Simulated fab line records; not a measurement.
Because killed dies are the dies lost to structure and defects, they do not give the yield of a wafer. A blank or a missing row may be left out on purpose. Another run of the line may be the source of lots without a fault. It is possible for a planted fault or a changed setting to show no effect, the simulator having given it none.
A struck lot beside a sound one    flow rit cmos    19 steps out of a route of 202
Sound: these wafers, L593.1, L593.4, L593.6. Struck: wafers L602.1, L602.4, L602.5. The cause is given at the end.
For every step that has rows: the tool of each side, followed by ch and its chambers, followed by its first start. Under that, the readings that differ: sound wafers    struck wafers    difference of the means    sigmas: that difference in standard deviations of wafers without a fault.
alike: readings whose means differ by less than 2 such deviations, and words and numbers that are the same on both sides. not compared: withheld readings, readings that some wafer has no value for, bounds like >300 that may hide the same value, and numbers for which the record gives no deviation and whose values overlap.
A row with sigmas, a row that says differs or no value, or rows on one side alone: a step with any of these is where the two part. Numbers that don't overlap but have no deviation are shown without sigmas and don't part them. Lack of a reading on every wafer of one side parts them only where that side has two or more wafers.

RIT_CONTACT_STRIP_12: strips in O2, time 180 s.
  sound on plasma asher-01 ch 0,1, day 3 22:49; struck on plasma asher-01 ch 0,1, day 5 16:01
  alike: drypump motor current A, rf refl power W
  not compared: rf hours counter h
RIT_CONTACT_CD_MEAS_90 targets a cd of 1000 nm.
  sound on cd sem-01 at day 3 22:59; struck on cd sem-02 at day 5 16:11
  alike: cd nm
then, 2 steps without rows for these wafers: RIT_CONTACT_CLEAN_13 (cleans in SC1, time 600 s); RIT_CONTACT_CLEAN_14 (cleans in SC2, time 600 s).
RIT_M1_SPUTTER_00: material Al, target thk 400 nm, time 500 s.
  sound on pvd sputter-01 at day 3 23:29; struck on pvd sputter-01 at day 5 16:40
  alike: throttle valve pct
RIT_M1_RS_MEAS_01: the measuring method here is four-point-probe.
  sound on film metro-02 at day 3 23:46; struck on film metro-01 at day 5 16:58
  alike: M1_AL_RS
RIT_M1_THK_MEAS_02: measures by xrf.
  sound on film metro-02 at day 3 23:53; struck on film metro-01 at day 5 17:05
  alike: M1_AL_THK
then, 5 steps without rows for these wafers: RIT_M1_HMDS_03 (prime time 60 s); RIT_M1_COAT_04 (resist thk 1300 nm); RIT_M1_SOFTBAKE_05 (time 60 s); RIT_M1_EXPOSE_06 (exposes mask M12, target cd 2600 nm); RIT_M1_PEB_07.
RIT_M1_DEVELOP_08: develop time 68 s.
  sound on litho track-03 ch 0, day 4 00:00; struck on litho track-03 ch 0, day 5 17:00
RIT_M1_CD_MEAS_09 targets a cd of 2600 nm.
  sound on cd sem-01 at day 4 00:50; struck on cd sem-02 at day 5 18:02
reading     sound                 struck                difference  sigmas
cd nm (nm)  2599.5 2599.6 2599.2  2757.0 2757.2 2756.9  +157.6      +79
RIT_M1_OVL_MEAS_10:
  sound on overlay-02 at day 4 00:57; struck on overlay-02 at day 5 18:09
  alike: M1_OVL
then, 1 step without rows for these wafers: RIT_M1_HARDBAKE_11 (time 120 s).
RIT_M1_METAL_ETCH_12: etches Al in Cl2/BCl3, stops on SiO2, time 165 s, target depth 600 nm.
  sound on rie metal-02 ch 0,1, day 4 01:14; struck on rie metal-02 ch 1, day 5 18:26
reading              sound           struck          difference  sigmas
model.M1.cd nm (nm)  2602 2602 2598  2758 2758 2758  +157        
  alike: drypump motor current A, oes product au, throttle valve pct
  not compared: rf hours counter h
then, 1 step without rows for these wafers: RIT_M1_STRIP_13 (strips in nmp, time 600 s).
RIT_M1_PROBE_99:
  sound on prober-02 at day 4 03:29; struck on prober-01 at day 5 20:41
reading                       sound           struck          difference  sigmas
model.etest.m1.width nm (nm)  2606 2602 2599  2753 2763 2759  +156        
  alike: defect limited yield, killed_at_M0_to_M3, killed at contacts, killed at front end, killed dies, killed open, killed short, sort_bin_3_pad_short, sort_bin_5_function, sort_bin_6_memory, sort n pass, sort yield pct

== WHERE THEY PART ==
At RIT_M1_CD_MEAS_09 and nowhere else, as far as this record goes. Later steps at which nothing parts them and some readings are alike: RIT_M1_OVL_MEAS_10, RIT_M1_METAL_ETCH_12, RIT_M1_PROBE_99.

WHY: what the simulator had put in
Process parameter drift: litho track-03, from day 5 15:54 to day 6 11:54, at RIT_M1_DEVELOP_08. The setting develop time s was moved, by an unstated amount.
